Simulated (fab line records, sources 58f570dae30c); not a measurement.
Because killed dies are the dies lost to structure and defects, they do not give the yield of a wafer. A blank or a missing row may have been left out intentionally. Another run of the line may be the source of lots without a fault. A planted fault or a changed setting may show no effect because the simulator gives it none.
Split-lot trial    flow berkeleyCmos170    route with 331 steps; 5 lots, 23 wafers read

== THE SPLIT ITSELF ==
At UCB170_PLDD_PEB_04, the setting pebTempC was moved away from the recipe's 130 C on 7 of the 23 wafers read, by -2.5% to +2.5%. This setting was run at the recipe's value on the other wafers.

== FROM THE SPLIT TO THE READING: what the file shows between them, 1 step ==
- UCB170_PLDD_DEVELOP_05: develop time 45 s

== THE READING ==
cdNm (nm) at UCB170_PLDD_CD_MEAS_06, where the cd target is 1200 nm. Fault-free wafers of this fab line usually give 1200.0 nm, standard deviation 1.2 nm.

wafer   tool, chamber at the split  pebTempC as run, C  against the recipe  cdNm, nm  against lot-mates on the recipe
L075.1  lithoTrack-04, 0            130                 recipe              1200.0    -
L075.2  lithoTrack-04, 0            126.8               -2.5%               1173.7    -26.2
L075.3  lithoTrack-04, 0            126.8               -2.5%               1173.6    -26.4
L075.5  lithoTrack-04, 0            130                 recipe              1199.9    -
L075.6  lithoTrack-04, 0            126.8               -2.5%               1173.8    -26.2
L077.2  lithoTrack-04, 0            130                 recipe              1202.5    -
L077.3  lithoTrack-04, 0            130                 recipe              1200.6    -
L077.4  lithoTrack-04, 0            130                 recipe              1200.1    -
L077.5  lithoTrack-04, 0            130                 recipe              1200.0    -
L077.6  lithoTrack-04, 0            130                 recipe              1200.9    -
L079.1  lithoTrack-03, 0            130                 recipe              1200.0    -
L079.2  lithoTrack-03, 0            131.5               +1.2%               1209.5    +9.2
L079.3  lithoTrack-03, 0            130                 recipe              1200.7    -
L079.5  lithoTrack-03, 0            130                 recipe              1200.1    -
L079.6  lithoTrack-03, 0            131.5               +1.2%               1210.4    +10.1
L076.1  lithoTrack-04, 0            133.3               +2.5%               1218.8    +19.5
L076.3  lithoTrack-04, 0            133.3               +2.5%               1219.3    +20.0
L076.4  lithoTrack-04, 0            130                 recipe              1199.1    -
L076.5  lithoTrack-04, 0            130                 recipe              1199.4    -
L076.6  lithoTrack-04, 0            130                 recipe              1199.4    -
L084.1  lithoTrack-04, 0            130                 recipe              1199.7    -
L084.3  lithoTrack-04, 0            130                 recipe              1198.2    -
L084.6  lithoTrack-04, 0            130                 recipe              1199.0    -

THE FIT
A straight line over all 23 wafers: cdNm changes by +9.31 nm for each +1% of pebTempC; r = +0.99; the points scatter about the line by 1.9 nm.
The same after taking each lot's own level away (the mean of its wafers on the recipe; 23 wafers): +9.38 nm for each +1%; r = +0.99; scatter 1.6 nm.
According to that fit, moving pebTempC by its largest amount changes the reading by 24 nm.
From 1198.97 to 1200.82 nm: that is the span of the lots' own levels, equal to 1.5 times the standard deviation above.
The two slopes agree, so the slope changes little with the lot-to-lot level.
Check: for one of the wafers moved furthest among these (+2.5%), held out of the fit, the line's prediction against its lot-mates is +24 nm. Against them it came out at +19.5 nm.

== THESE WAFERS: OTHER SPLITS ==
These wafers also went through other splits before the reading. Each is held against what the fit with the lots' levels taken away leaves over:
other split on the same wafers         wafers away from the commonest value  r with cdNm (lot level and that fit taken away)
UCB170_NWELL_COAT_07 spinRpm           10                                    -0.12
UCB170_NWELL_IMPLANT_14 energyKev      5                                     +0.06
UCB170_PWELL_CVD_05 pressureMtorr      10                                    +0.41
UCB170_PWELL_IMPLANT_15 doseCm2        11                                    -0.21
UCB170_WELLDRIVE_OXIDATION_01 oxTimeS  10                                    +0.36
UCB170_ACTIVE_STRIP_16 powerW          9                                     -0.07
UCB170_NVT_IMPLANT_07 energyKev        11                                    +0.17

== FILE'S OWN FIT ==
cdNm changes by +9.1 nm for each +1% of pebTempC, r = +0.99.
